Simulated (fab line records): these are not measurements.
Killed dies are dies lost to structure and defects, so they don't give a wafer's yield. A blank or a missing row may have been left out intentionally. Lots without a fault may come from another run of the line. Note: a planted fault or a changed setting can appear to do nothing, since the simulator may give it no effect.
The same fault as seen by 2 desks :: flow berkeley cmos170 :: only its own numbers are on each desk; what lay behind them is given at the end

== FROM THE METROLOGY DESK ==
What the gauges read, lot by lot, whatever tool the lot ran on: means of the sampled wafers that have a number. A lot is out of limits, marked OUT, if its mean lies more than 4 standard deviations from the usual mean; the brackets give that distance.
Columns: A = CONTACT_PSG_THK at UCB170_CONTACT_THK_MEAS_02, usual 702 nm; B = M1_OVL at UCB170_M1_OVL_MEAS_10, usual 2 nm
lot: L537
first seen here: day 8 01:10
A: 699
B: 2

lot: L536
first seen here: day 8 02:23
A: 707
B: -0

lot: L539
first seen here: day 8 16:47
A: 708
B: -2

lot: L541
first seen here: day 8 17:35
A: 711
B: 3

lot: L542
first seen here: day 9 01:34
A: 697
B: -6

lot: L543
first seen here: day 9 15:50
A: 696
B: 0

lot: L544
first seen here: day 9 17:18
A: 701
B: -6

lot: L546
first seen here: day 9 17:18
A: 706
B: -3

lot: L549
first seen here: day 10 15:29
A: 701
B: 6

lot: L548
first seen here: day 10 16:08
A: 701
B: 4

lot: L547
first seen here: day 10 17:14
A: 707
B: 5

lot: L550
first seen here: day 11 02:53
A: 706
B: -7

lot: L558
first seen here: day 12 19:12
A: 709
B: 3

lot: L559
first seen here: day 13 04:23
A: 703
B: 3
Result from this desk: across the 14 lots, nothing is out of limits.

== FOR THE TOOL OWNER'S DESK: rie metal-03 ==
The tool's own readings at UCB170_M1_METAL_ETCH_12 (etches Al in Cl2/BCl3, stops on PSG, target depth 780 nm, time 130 s): means of the sampled wafers that have a number, for each lot that ran on this tool. A lot is out of limits, marked OUT, if its mean lies more than 4 standard deviations from the usual mean; the brackets give that distance.
Columns: A = drypump motor current A at UCB170_M1_METAL_ETCH_12, usual 5.58 A; B = oes product au at UCB170_M1_METAL_ETCH_12, usual 0.856 a.u.; C = throttle valve pct at UCB170_M1_METAL_ETCH_12, usual 24.32 %
lot: L536
first seen here: day 8 07:11
A: 5.29
B: 0.842
C: 24.18

lot: L541
first seen here: day 9 00:00
A: 5.30
B: 0.856
C: 24.16

lot: L542
first seen here: day 9 05:23
A: 5.31
B: 0.846
C: 24.17

lot: L546
first seen here: day 9 21:27
A: 5.28
B: 0.864
C: 24.15

lot: L547
first seen here: day 10 21:04
A: 5.36
B: 0.834
C: 24.19

lot: L558
first seen here: day 12 23:53
A: 5.28
B: 0.894
C: 24.14

lot: L559
first seen here: day 13 10:52
A: 5.31
B: 0.891
C: 24.14
Result from this desk: across the 7 lots, nothing is out of limits.

== TAKEN TOGETHER ==
At the metrology desk, nothing out of limits was observed.
Nothing out of limits was seen by the tool owner's desk.

== WHAT THE SIMULATOR HAD PUT IN ==
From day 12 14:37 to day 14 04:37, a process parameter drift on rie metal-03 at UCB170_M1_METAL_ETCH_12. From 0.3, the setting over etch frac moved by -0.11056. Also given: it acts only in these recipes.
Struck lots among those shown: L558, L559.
